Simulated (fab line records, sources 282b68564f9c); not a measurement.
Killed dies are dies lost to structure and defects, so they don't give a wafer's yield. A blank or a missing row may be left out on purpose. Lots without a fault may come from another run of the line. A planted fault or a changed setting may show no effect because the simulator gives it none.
Which tool did it? | flow rit_cmos | 13 lots, 39 wafers sampled, at 5 steps of a route of 202

WHAT THE GAUGES READ, wafer by wafer
RIT_CONTACT_THK_MEAS_01. Usual: CONTACT_TEOS_THK 400 nm, standard deviation 5.7.
lot  | measured    | on            | CONTACT_TEOS_THK (nm) | flag
L260 | day 3 07:46 | film_metro-03 | 403 399 409           |
L261 | day 3 13:25 | film_metro-03 | 400 403 409           |
L262 | day 3 17:58 | film_metro-04 | 407 396 407           |
L263 | day 3 19:40 | film_metro-04 | 399 394 408           |
L264 | day 4 03:24 | film_metro-02 | 397 403 407           |
L265 | day 4 07:55 | film_metro-03 | 400 399 404           |
L266 | day 4 11:05 | film_metro-04 | 409 400 404           |
L274 | day 6 05:06 | film_metro-02 | 393 529 392           | OFF
L276 | day 6 15:46 | film_metro-03 | 388 398 399           |
L278 | day 7 01:48 | film_metro-02 | 394 397 399           |
L280 | day 7 11:53 | film_metro-02 | 392 393 395           |
L281 | day 7 13:34 | film_metro-04 | 399 404 399           |
L283 | day 7 23:08 | film_metro-02 | 394 399 397           |

RIT_M1_OVL_MEAS_10. Usual: M1_OVL -0.6 nm, standard deviation 1.7.
lot  | measured    | on         | M1_OVL (nm)    | flag
L260 | day 3 11:25 | overlay-02 | -1.1 0.4 -0.8  |
L261 | day 3 17:11 | overlay-02 | 4.2 2.6 3.7    |
L262 | day 3 21:51 | overlay-01 | -0.6 0.7 0.0   |
L263 | day 3 23:34 | overlay-02 | 0.5 0.5 1.0    |
L264 | day 4 07:04 | overlay-01 | -1.6 -2.5 -0.9 |
L265 | day 4 11:44 | overlay-02 | 0.2 -0.3 -0.6  |
L266 | day 4 14:55 | overlay-01 | 0.7 -0.9 -3.2  |
L274 | day 6 09:03 | overlay-01 | -2.1 -1.3      |
L276 | day 6 19:32 | overlay-02 | -0.7 -0.5 -1.3 |
L278 | day 7 05:52 | overlay-02 | -0.8 0.8 -0.4  |
L280 | day 7 15:40 | overlay-01 | -3.1 -2.8 -3.8 |
L281 | day 7 17:20 | overlay-02 | -4.3 -2.5 -3.3 |
L283 | day 8 03:09 | overlay-02 | 2.0 0.9 -0.4   |

WHICH TOOL RAN EACH LOT (tool, then ch and the chambers of the sampled wafers, then the start)
lot  | RIT_NSD_STRIP_09                    | RIT_CONTACT_CVD_00             | RIT_CONTACT_STRIP_12
L260 | plasma_asher-01 ch 0,1, day 3 04:20 | pecvd-03 ch 0,1, day 3 07:43   | plasma_asher-04 ch 0,1, day 3 09:18
L261 | plasma_asher-02 ch 0,1, day 3 10:13 | pecvd-02 ch 0,2, day 3 13:22   | plasma_asher-03 ch 1, day 3 15:04
L262 | plasma_asher-01 ch 1, day 3 14:32   | pecvd-04 ch 0,1,2, day 3 17:54 | plasma_asher-02 ch 1, day 3 19:36
L263 | plasma_asher-03 ch 0,1, day 3 16:16 | pecvd-03 ch 0,1,2, day 3 19:37 | plasma_asher-02 ch 0,1, day 3 21:19
L264 | plasma_asher-03 ch 0,1, day 4 00:13 | pecvd-02 ch 1,2, day 4 03:20   | plasma_asher-04 ch 0,1, day 4 04:55
L265 | plasma_asher-03 ch 0,1, day 4 04:45 | pecvd-04 ch 0,1, day 4 07:52   | plasma_asher-02 ch 0,1, day 4 09:34
L266 | plasma_asher-03 ch 0,1, day 4 07:35 | pecvd-02 ch 0,1,2, day 4 11:02 | plasma_asher-04 ch 0,1, day 4 12:38
L274 | plasma_asher-03 ch 0, day 6 01:50   | pecvd-04 ch 1,2, day 6 05:03   | plasma_asher-04 ch 0,1, day 6 06:45
L276 | plasma_asher-03 ch 0,1, day 6 12:40 | pecvd-03 ch 0,1,2, day 6 15:41 | plasma_asher-04 ch 0,1, day 6 17:20
L278 | plasma_asher-02 ch 0,1, day 6 22:32 | pecvd-02 ch 1,2, day 7 01:44   | plasma_asher-04 ch 0,1, day 7 03:36
L280 | plasma_asher-03 ch 0,1, day 7 08:31 | pecvd-03 ch 0,1,2, day 7 11:50 | plasma_asher-04 ch 0,1, day 7 13:32
L281 | plasma_asher-01 ch 0,1, day 7 10:26 | pecvd-02 ch 0,2, day 7 13:30   | plasma_asher-04 ch 0,1, day 7 15:16
L283 | plasma_asher-03 ch 0,1, day 7 19:57 | pecvd-03 ch 0,2, day 7 23:04   | plasma_asher-03 ch 0,1, day 8 01:01
- RIT_NSD_STRIP_09: strips in O2, time 180 s.
- RIT_CONTACT_CVD_00: deposits SiO2 from TEOS, target thk 400 nm, time 61 s.
- RIT_CONTACT_STRIP_12: strips in O2, time 180 s.

WHAT THE TOOLS THEMSELVES READ (means of the sampled wafers that have a number; where no wafer has one, the mark that the record gives instead)
RIT_NSD_STRIP_09. Usual: chamber_pressure_mTorr 4000 mTorr, standard deviation 3.6; drypump_motor_current_A 5.9 A, standard deviation 0.41.
lot  | tool            | chamber_pressure_mTorr (mTorr) | drypump_motor_current_A (A) | flag
L260 | plasma_asher-01 | 4000                           | 5.5                         |
L261 | plasma_asher-02 | 4000                           | 6.0                         |
L262 | plasma_asher-01 | 3998                           | 6.3                         |
L263 | plasma_asher-03 | 3997                           | 5.9                         |
L264 | plasma_asher-03 | 3998                           | 5.8                         |
L265 | plasma_asher-03 | 3999                           | 5.9                         |
L266 | plasma_asher-03 | 4001                           | 5.8                         |
L274 | plasma_asher-03 | 3999                           | 5.9                         |
L276 | plasma_asher-03 | 3996                           | 5.9                         |
L278 | plasma_asher-02 | 3997                           | 6.2                         |
L280 | plasma_asher-03 | 3999                           | 5.9                         |
L281 | plasma_asher-01 | 4002                           | 5.5                         |
L283 | plasma_asher-03 | 3999                           | 5.9                         |

RIT_CONTACT_CVD_00. Usual: heater_power_w 324 W, standard deviation 57.
lot  | tool     | heater_power_w (W) | flag
L260 | pecvd-03 | 335                |
L261 | pecvd-02 | 369                |
L262 | pecvd-04 | 317                |
L263 | pecvd-03 | 308                |
L264 | pecvd-02 | 339                |
L265 | pecvd-04 | 287                |
L266 | pecvd-02 | 347                |
L274 | pecvd-04 | 298                |
L276 | pecvd-03 | 342                |
L278 | pecvd-02 | 325                |
L280 | pecvd-03 | 338                |
L281 | pecvd-02 | 340                |
L283 | pecvd-03 | 322                |

RIT_CONTACT_STRIP_12. Usual: chamber_pressure_mTorr 4000 mTorr, standard deviation 3.6; drypump_motor_current_A 5.90 A, standard deviation 0.3.
lot  | tool            | chamber_pressure_mTorr (mTorr) | drypump_motor_current_A (A) | flag
L260 | plasma_asher-04 | 4000                           | 5.99                        |
L261 | plasma_asher-03 | 4003                           | 5.81                        |
L262 | plasma_asher-02 | 3999                           | 5.92                        |
L263 | plasma_asher-02 | 4002                           | 6.08                        |
L264 | plasma_asher-04 | 4002                           | 5.75                        |
L265 | plasma_asher-02 | 4002                           | 6.21                        |
L266 | plasma_asher-04 | 4001                           | 5.98                        |
L274 | plasma_asher-04 | 4000                           | 5.97                        |
L276 | plasma_asher-04 | 3999                           | 5.98                        |
L278 | plasma_asher-04 | 3998                           | 5.74                        |
L280 | plasma_asher-04 | 3998                           | 5.97                        |
L281 | plasma_asher-04 | 4003                           | 5.99                        |
L283 | plasma_asher-03 | 4000                           | 5.85                        |

THE ANSWER, worked out from the rows above alone
Rule: a lot is off if the mean of its wafers that have a number lies more than 3 standard deviations from the usual mean. A lot without any number at a reading at which 4 lots or more have one is off too. The other lots that the step has rows for count as sound. The gauges are gone through in route order, then the tools' own readings, and for those a lot's mean is taken as printed above. The first step at which some lot is off is used, and at that step the reading that is off furthest; a lot without a number counts as furthest.
Off: L274, at RIT_CONTACT_THK_MEAS_01 (CONTACT_TEOS_THK).
A tool fits if, at a process step before that reading, it ran every lot that is off, and no sound lot after the first of them. The gauges at RIT_CONTACT_THK_MEAS_01 are tried like those tools. One fits: pecvd-04 at RIT_CONTACT_CVD_00. Its last sound lot is L265 (day 4 07:52), its first lot that is off L274 (day 6 05:03): a fault that began between those two fits.

WHAT THE SIMULATOR HAD PUT IN
Process parameter drift: pecvd-04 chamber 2, from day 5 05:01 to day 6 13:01, at RIT_CONTACT_CVD_00. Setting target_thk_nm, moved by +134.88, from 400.
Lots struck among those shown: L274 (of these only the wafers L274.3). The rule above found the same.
